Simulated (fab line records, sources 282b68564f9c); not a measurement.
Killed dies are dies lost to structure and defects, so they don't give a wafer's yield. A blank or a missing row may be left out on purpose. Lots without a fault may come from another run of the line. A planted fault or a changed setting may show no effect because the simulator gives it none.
A struck lot beside a sound one | flow rit_cmos | 32 steps out of a route of 202
Sound: wafers L257.1, L257.2, L257.4. Struck: wafers L259.3, L259.4, L259.5. The cause comes at the end.
At each step with rows: each side's tool, then ch and its chambers, then its first start. Under that, the readings that differ: sound wafers | struck wafers | difference of the means | sigmas: that difference in standard deviations of wafers without a fault.
alike: readings whose means differ by less than 2 such deviations, and words and numbers that are the same on both sides. not compared: withheld readings, readings that some wafer has no value for, bounds like >300 that may hide the same value, and numbers for which the record gives no deviation and whose values overlap.
The two part at a step that has a row with sigmas, a row that says differs or no value, or rows on one side only. Numbers that don't overlap but have no deviation are shown without sigmas and don't part them. A reading that every wafer of one side lacks parts them only if that side has two wafers or more.

first, 1 step without rows for these wafers: RIT_GATE_HARDBAKE_18 (time 60 s).
RIT_GATE_ETCH_19: etches poly-Si in SF6/CHF3/O2, stops on SiO2, time 165 s, target depth 312.5 nm.
  sound on rie_si-02 ch 0,1,3, day 3 01:47; struck on rie_si-02 ch 1,3, day 3 10:10
  alike: SF6_flow_sccm, drypump_motor_current_A, oes_product_au, throttle_valve_pct
  not compared: rf_hours_counter_h
RIT_GATE_STRIP_20: strips in O2, time 180 s.
  sound on plasma_asher-01 ch 0,1, day 3 01:53; struck on plasma_asher-04 ch 0,1, day 3 10:20
  alike: drypump_motor_current_A, o2_flow_sccm, rf_refl_power_W
  not compared: rf_hours_counter_h
RIT_GATE_CD_MEAS_90: target cd 150 nm.
  sound on cd_sem-02, day 3 02:04; struck on cd_sem-02, day 3 10:29
  alike: cd_nm
then, 4 steps without rows for these wafers: RIT_REOX_CLEAN_00 (cleans in SC1, time 600 s); RIT_REOX_CLEAN_01 (cleans in dHF, time 30 s); RIT_REOX_CLEAN_02 (cleans in SC2, time 600 s); RIT_REOX_OXIDATION_03 (target thk 25.2 nm, ox time 5580 s).
RIT_REOX_THK_MEAS_04:
  sound on film_metro-04, day 3 06:51; struck on film_metro-04, day 3 13:31
  alike: REOX_OXIDE_THK
then, 3 steps without rows for these wafers: RIT_NLDD_HMDS_00 (prime time 60 s); RIT_NLDD_COAT_01 (resist thk 1000 nm); RIT_NLDD_SOFTBAKE_02 (time 60 s).
RIT_NLDD_EXPOSE_03: exposes mask M7, target cd 40700 nm.
  sound on iline_stepper-01 ch 0, day 3 07:22; struck on iline_stepper-02 ch 0, day 3 14:03
  reading | sound          | struck         | difference | sigmas
  mask    | M7#0 M7#0 M7#0 | M8#0 M8#0 M8#0 | differs    |
then, 2 steps without rows for these wafers: RIT_NLDD_PEB_04; RIT_NLDD_DEVELOP_05 (develop time 50 s).
RIT_NLDD_OVL_MEAS_06:
  sound on overlay-02, day 3 07:46; struck on overlay-01, day 3 14:31
  reading       | sound          | struck | difference                    | sigmas
  NLDD_OVL (nm) | -3.1 -3.6 -3.9 | - - -  | no value on the struck wafers |
then, 2 steps without rows for these wafers: RIT_NLDD_HARDBAKE_07 (time 60 s); RIT_NLDD_IMPLANT_08.
RIT_NLDD_STRIP_09: strips in O2, time 180 s.
  sound on plasma_asher-01 ch 0,1, day 3 08:06; struck on plasma_asher-01 ch 0,1, day 3 14:53
  alike: drypump_motor_current_A, o2_flow_sccm, rf_refl_power_W
  not compared: rf_hours_counter_h
RIT_NLDD_TW_MEAS_10:
  sound on film_metro-03, day 3 08:16; struck on film_metro-03, day 3 15:02
  reading | sound          | struck   | difference | sigmas
  NLDD_TW | 2475 2463 2467 | 30 30 30 | -2438      | -99 or more
then, 6 steps without rows for these wafers: RIT_PLDD_HMDS_00 (prime time 60 s); RIT_PLDD_COAT_01 (resist thk 1000 nm); RIT_PLDD_SOFTBAKE_02 (time 60 s); RIT_PLDD_EXPOSE_03 (exposes mask M8, target cd 40900 nm); RIT_PLDD_PEB_04; RIT_PLDD_DEVELOP_05 (develop time 50 s).
RIT_PLDD_OVL_MEAS_06:
  sound on overlay-01, day 3 09:11; struck on overlay-01, day 3 15:56
  alike: PLDD_OVL
then, 2 steps without rows for these wafers: RIT_PLDD_HARDBAKE_07 (time 60 s); RIT_PLDD_IMPLANT_08.
RIT_PLDD_STRIP_09: strips in O2, time 180 s.
  sound on plasma_asher-03 ch 0,1, day 3 09:31; struck on plasma_asher-04 ch 0,1, day 3 16:19
  alike: drypump_motor_current_A, o2_flow_sccm, rf_refl_power_W
  not compared: rf_hours_counter_h
RIT_PLDD_TW_MEAS_10:
  sound on film_metro-03, day 3 09:42; struck on film_metro-03, day 3 16:27
  reading | sound          | struck         | difference | sigmas
  PLDD_TW | 2325 2331 2310 | 2854 2844 2827 | +520       | +35
then, 1 step without rows for these wafers: RIT_SPACER_CLEAN_00 (cleans in SC1, time 600 s).

WHERE THEY PART
First at RIT_NLDD_EXPOSE_03; last, within this record, at RIT_PLDD_TW_MEAS_10.

WHY: what the simulator had put in
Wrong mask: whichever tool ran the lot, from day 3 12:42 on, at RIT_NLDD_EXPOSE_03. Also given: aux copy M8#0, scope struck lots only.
